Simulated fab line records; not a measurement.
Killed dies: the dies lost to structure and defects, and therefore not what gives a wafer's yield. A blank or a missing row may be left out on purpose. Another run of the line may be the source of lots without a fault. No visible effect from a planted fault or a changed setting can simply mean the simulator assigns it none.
Split-lot trial :: flow berkeley_cmos170 :: 15 wafers read across 3 lots, on a route 331 steps long

ON THE SPLIT
At UCB170_GATE_PEB_10, the setting peb_temp_c was moved away from the recipe's 130 C on 6 of the 15 wafers read, by -1.2% to +1.8%. All remaining wafers had this setting at the recipe value.

FROM THE SPLIT TO THE READING: what the file shows between them, 5 steps
- UCB170_GATE_DEVELOP_11: develop time 45 s
- UCB170_GATE_CD_MEAS_12: target cd 350 nm
- UCB170_GATE_ETCH_14: etches BARC in N2/H2
- UCB170_GATE_ETCH_15: etches poly-Si in HBr/Cl2, stops on SiO2, time 56.3 s, target depth 278.2 nm
- UCB170_GATE_STRIP_16: strips in O2

THE READING
At UCB170_GATE_CD_MEAS_90: cd_nm in nanometres, against a target cd of 350 nm. Fault-free wafers of this fab line usually give 349.6 nm, standard deviation 1.8 nm.

wafer: L076.1
tool, chamber at the split: litho_track-01, 0
peb_temp_c as run, C: 128.4
against the recipe: -1.2%
cd_nm, nm: 359.1
against lot-mates on the recipe: +10.2

wafer: L076.2
tool, chamber at the split: litho_track-01, 0
peb_temp_c as run, C: 130
against the recipe: recipe
cd_nm, nm: 349.2
against lot-mates on the recipe: -

wafer: L076.3
tool, chamber at the split: litho_track-01, 0
peb_temp_c as run, C: 128.4
against the recipe: -1.2%
cd_nm, nm: 359.7
against lot-mates on the recipe: +10.8

wafer: L076.4
tool, chamber at the split: litho_track-01, 0
peb_temp_c as run, C: 128.4
against the recipe: -1.2%
cd_nm, nm: 359.5
against lot-mates on the recipe: +10.6

wafer: L076.5
tool, chamber at the split: litho_track-01, 0
peb_temp_c as run, C: 130
against the recipe: recipe
cd_nm, nm: 347.5
against lot-mates on the recipe: -

wafer: L076.6
tool, chamber at the split: litho_track-01, 0
peb_temp_c as run, C: 130
against the recipe: recipe
cd_nm, nm: 350.0
against lot-mates on the recipe: -

wafer: L081.2
tool, chamber at the split: litho_track-04, 0
peb_temp_c as run, C: 130
against the recipe: recipe
cd_nm, nm: 350.3
against lot-mates on the recipe: -

wafer: L081.4
tool, chamber at the split: litho_track-04, 0
peb_temp_c as run, C: 130
against the recipe: recipe
cd_nm, nm: 350.2
against lot-mates on the recipe: -

wafer: L081.5
tool, chamber at the split: litho_track-04, 0
peb_temp_c as run, C: 130
against the recipe: recipe
cd_nm, nm: 349.7
against lot-mates on the recipe: -

wafer: L085.1
tool, chamber at the split: litho_track-02, 0
peb_temp_c as run, C: 130
against the recipe: recipe
cd_nm, nm: 353.9
against lot-mates on the recipe: -

wafer: L085.2
tool, chamber at the split: litho_track-02, 0
peb_temp_c as run, C: 130
against the recipe: recipe
cd_nm, nm: 351.5
against lot-mates on the recipe: -

wafer: L085.3
tool, chamber at the split: litho_track-02, 0
peb_temp_c as run, C: 130
against the recipe: recipe
cd_nm, nm: 350.7
against lot-mates on the recipe: -

wafer: L085.4
tool, chamber at the split: litho_track-02, 0
peb_temp_c as run, C: 132.3
against the recipe: +1.8%
cd_nm, nm: 338.0
against lot-mates on the recipe: -14.0

wafer: L085.5
tool, chamber at the split: litho_track-02, 0
peb_temp_c as run, C: 132.3
against the recipe: +1.8%
cd_nm, nm: 337.5
against lot-mates on the recipe: -14.5

wafer: L085.6
tool, chamber at the split: litho_track-02, 0
peb_temp_c as run, C: 132.3
against the recipe: +1.8%
cd_nm, nm: 338.8
against lot-mates on the recipe: -13.2

FIT RESULTS
A straight line over all 15 wafers: cd_nm changes by -7.09 nm for each +1% of peb_temp_c; r = -0.98; the points scatter about the line by 1.4 nm.
The same after taking each lot's own level away (the mean of its wafers on the recipe; 15 wafers): -8.12 nm for each +1%; r = -0.99; scatter 0.92 nm.
On that fit, the largest move of peb_temp_c shifts the reading by 14 nm.
The span of the lots' own levels, 348.90 to 352.03 nm, comes to 1.7 times the standard deviation stated above.
So the slope is not independent of the lot-to-lot level: the two fits are not the same.
Check: with one of the wafers moved furthest among these (+1.8%) left out of the fit, the line predicts -14.2 nm for it against its lot-mates. Against them it came out at -14 nm.

OTHER SPLITS ON THESE WAFERS
These wafers also went through other splits before the reading. Each is held against what the fit with the lots' levels taken away leaves over:
other split on the same wafers: UCB170_ZERO_COAT_01 spin_rpm
wafers away from the commonest value: 3
r with cd_nm (lot level and that fit taken away): -0.11

other split on the same wafers: UCB170_ZERO_STRIP_07 o2_flow_sccm
wafers away from the commonest value: 6
r with cd_nm (lot level and that fit taken away): -0.01

other split on the same wafers: UCB170_ACTIVE_CVD_05 sih2cl2_flow_sccm
wafers away from the commonest value: 9
r with cd_nm (lot level and that fit taken away): -0.03

other split on the same wafers: UCB170_GATE_CVD_04 temp_c
wafers away from the commonest value: 9
r with cd_nm (lot level and that fit taken away): +0.09

THE WHOLE CHAIN: every reading that the file lists as answering this split, in the file's order
step: UCB170_GATE_CD_MEAS_12
what it does: target cd 350 nm
reading: cd_nm
change (the file's fit): -8.03 nm for each +1% of the setting
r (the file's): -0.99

step: UCB170_GATE_ETCH_15
what it does: etches poly-Si in HBr/Cl2, stops on SiO2, time 56.3 s, target depth 278.2 nm
reading: GATE.cd_nm (the simulator's own value, which no gauge read)
change (the file's fit): -8.08 nm for each +1% of the setting
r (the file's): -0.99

step: UCB170_GATE_CD_MEAS_90
what it does: target cd 350 nm
reading: cd_nm
change (the file's fit): -8.09 nm for each +1% of the setting
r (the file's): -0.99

THE FILE'S OWN FIT
cd_nm changes by -8.09 nm for each +1% of peb_temp_c, r = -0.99.
